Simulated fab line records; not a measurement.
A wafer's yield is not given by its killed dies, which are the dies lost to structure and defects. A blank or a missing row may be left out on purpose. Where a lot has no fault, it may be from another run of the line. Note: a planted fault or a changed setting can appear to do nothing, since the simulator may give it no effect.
A struck lot beside a sound one    flow rit_cmos    44 out of 202 route steps
Sound: the wafers L279.1, L279.3, L279.5. Wafers L285.1, L285.4, L285.6 were the ones struck. Last of all comes the cause.
Per side, at each step with rows, come the tool, then ch with its chambers, and then its first start. Under that, the readings that differ: sound wafers    struck wafers    difference of the means    sigmas: that difference in standard deviations of wafers without a fault.
alike: readings with means less than 2 such deviations apart, plus words and numbers identical on both sides. not compared: withheld readings, readings lacking a value on some wafer, bounds such as >300 that could conceal the same value, and numbers that have no deviation in the record and whose values overlap.
Wherever a step has rows on one side only, a row that says differs or no value, or a row with sigmas, the two part there. Numbers that don't overlap but have no deviation are shown without sigmas and don't part them. A reading missing from all wafers of one side parts the sides only when that side holds two or more wafers.

first, 2 steps without rows for these wafers: RIT_NLDD_HARDBAKE_07 (time 60 s); RIT_NLDD_IMPLANT_08.
RIT_NLDD_STRIP_09: strips in O2, time 180 s.
  sound on plasma_asher-02 ch 1, day 3 18:52; struck on plasma_asher-02 ch 0,1, day 5 00:18
  alike: drypump_motor_current_A
  not compared: rf_hours_counter_h
RIT_NLDD_TW_MEAS_10:
  struck on film_metro-03, day 5 00:28; sound on film_metro-02, day 3 19:02
  alike: NLDD_TW
then, 6 steps without rows for these wafers: RIT_PLDD_HMDS_00 (prime time 60 s); RIT_PLDD_COAT_01 (resist thk 1000 nm); RIT_PLDD_SOFTBAKE_02 (time 60 s); RIT_PLDD_EXPOSE_03 (exposes mask M8, target cd 40900 nm); RIT_PLDD_PEB_04; RIT_PLDD_DEVELOP_05 (develop time 50 s).
RIT_PLDD_OVL_MEAS_06:
  struck on overlay-02, day 5 01:31; sound on overlay-01, day 3 20:05
  alike: PLDD_OVL
then, 1 step without rows for these wafers: RIT_PLDD_HARDBAKE_07 (time 60 s).
RIT_PLDD_IMPLANT_08:
  sound on implanter-03 ch 0, day 3 20:16; struck on implanter-03 ch 0, day 5 01:42
reading             sound                          struck                        difference  sigmas
dose_ions_cm2       8.994e+14 8.992e+14 8.995e+14  8.297e+14 8.32e+14 8.304e+14  -6.867e+13  -62
faraday_current_uA  2791 2841 2832                 2535 2657 2560                -237        -4
  alike: tilt_deg
RIT_PLDD_STRIP_09: strips in O2, time 180 s.
  sound on plasma_asher-04 ch 0, day 3 20:25; struck on plasma_asher-04 ch 0,1, day 5 01:51
  alike: drypump_motor_current_A
  not compared: rf_hours_counter_h
RIT_PLDD_TW_MEAS_10:
  struck on film_metro-01, day 5 02:02; sound on film_metro-03, day 3 20:35
reading  sound           struck          difference  sigmas
PLDD_TW  2346 2361 2363  2298 2297 2288  -62         -5
then, 4 steps without rows for these wafers: RIT_SPACER_CLEAN_00 (cleans in SC1, time 600 s); RIT_SPACER_CLEAN_01 (cleans in dHF, time 30 s); RIT_SPACER_CLEAN_02 (cleans in SC2, time 600 s); RIT_SPACER_CVD_03 (deposits Si3N4 from SiH2Cl2/NH3, target thk 250 nm, time 3300 s).
RIT_SPACER_THK_MEAS_04:
  struck on film_metro-02, day 5 05:20; sound on film_metro-03, day 3 23:07
  alike: SPACER_NITRIDE_THK
RIT_SPACER_ETCHBACK_05: etches Si3N4 in SF6/CHF3, stops on SiO2, target depth 250 nm, time 240 s.
  sound on rie_diel-04 ch 0,2, day 3 23:11; struck on rie_diel-03 ch 1,3, day 5 05:23
  alike: drypump_motor_current_A, oes_product_au, throttle_valve_pct
  not compared: rf_hours_counter_h
then, 6 steps without rows for these wafers: RIT_NSD_HMDS_00 (prime time 60 s); RIT_NSD_COAT_01 (resist thk 1000 nm); RIT_NSD_SOFTBAKE_02 (time 60 s); RIT_NSD_EXPOSE_03 (exposes mask M9, target cd 40700 nm); RIT_NSD_PEB_04; RIT_NSD_DEVELOP_05 (develop time 50 s).
RIT_NSD_OVL_MEAS_06:
  struck on overlay-02, day 5 06:31; sound on overlay-01, day 4 00:11
  alike: NSD_OVL
then, 2 steps without rows for these wafers: RIT_NSD_HARDBAKE_07 (time 60 s); RIT_NSD_IMPLANT_08.
RIT_NSD_STRIP_09: strips in O2, time 180 s.
  sound on plasma_asher-01 ch 0,1, day 4 00:31; struck on plasma_asher-03 ch 0,1, day 5 06:51
  alike: drypump_motor_current_A
  not compared: rf_hours_counter_h
RIT_NSD_TW_MEAS_10:
  struck on film_metro-03, day 5 07:02; sound on film_metro-02, day 4 00:41
reading  sound           struck          difference  sigmas
NSD_TW   3093 3081 3087  3133 3132 3143  +49         +3
then, 6 steps without rows for these wafers: RIT_PSD_HMDS_00 (prime time 60 s); RIT_PSD_COAT_01 (resist thk 1000 nm); RIT_PSD_SOFTBAKE_02 (time 60 s); RIT_PSD_EXPOSE_03 (exposes mask M10, target cd 40900 nm); RIT_PSD_PEB_04; RIT_PSD_DEVELOP_05 (develop time 50 s).
RIT_PSD_OVL_MEAS_06:
  struck on overlay-02, day 5 07:56; sound on overlay-01, day 4 01:44
  alike: PSD_OVL
then, 2 steps without rows for these wafers: RIT_PSD_HARDBAKE_07 (time 60 s); RIT_PSD_IMPLANT_08.
RIT_PSD_STRIP_09: strips in O2, time 180 s.
  sound on plasma_asher-04 ch 0,1, day 4 02:04; struck on plasma_asher-03 ch 0, day 5 08:16
  alike: drypump_motor_current_A
  not compared: rf_hours_counter_h
RIT_SDANNEAL_RS_MEAS_06: a four-point-probe measurement.
  struck on film_metro-03, day 5 09:10; sound on film_metro-03, day 4 02:59
reading           sound              struck             difference  sigmas
PLDD_RS (ohm/sq)  180.5 180.2 180.4  187.1 187.5 187.0  +6.8        +13
RIT_M1_PROBE_99:
  struck on prober-02, day 5 16:42; sound on prober-02, day 4 11:40
reading             sound  struck  difference  sigmas
killed_at_contacts  0 0 0  1 0 1   +1          +2
  alike: killed_at_M0_to_M3, killed_at_front_end, killed_dies, killed_open, killed_short

## WHERE THEY PART
First at RIT_PLDD_IMPLANT_08; last, within this record, at RIT_M1_PROBE_99.

WHY: what the simulator had put in
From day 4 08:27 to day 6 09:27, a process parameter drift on implanter-03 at RIT_PLDD_IMPLANT_08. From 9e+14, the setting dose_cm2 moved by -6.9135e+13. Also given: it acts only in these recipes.
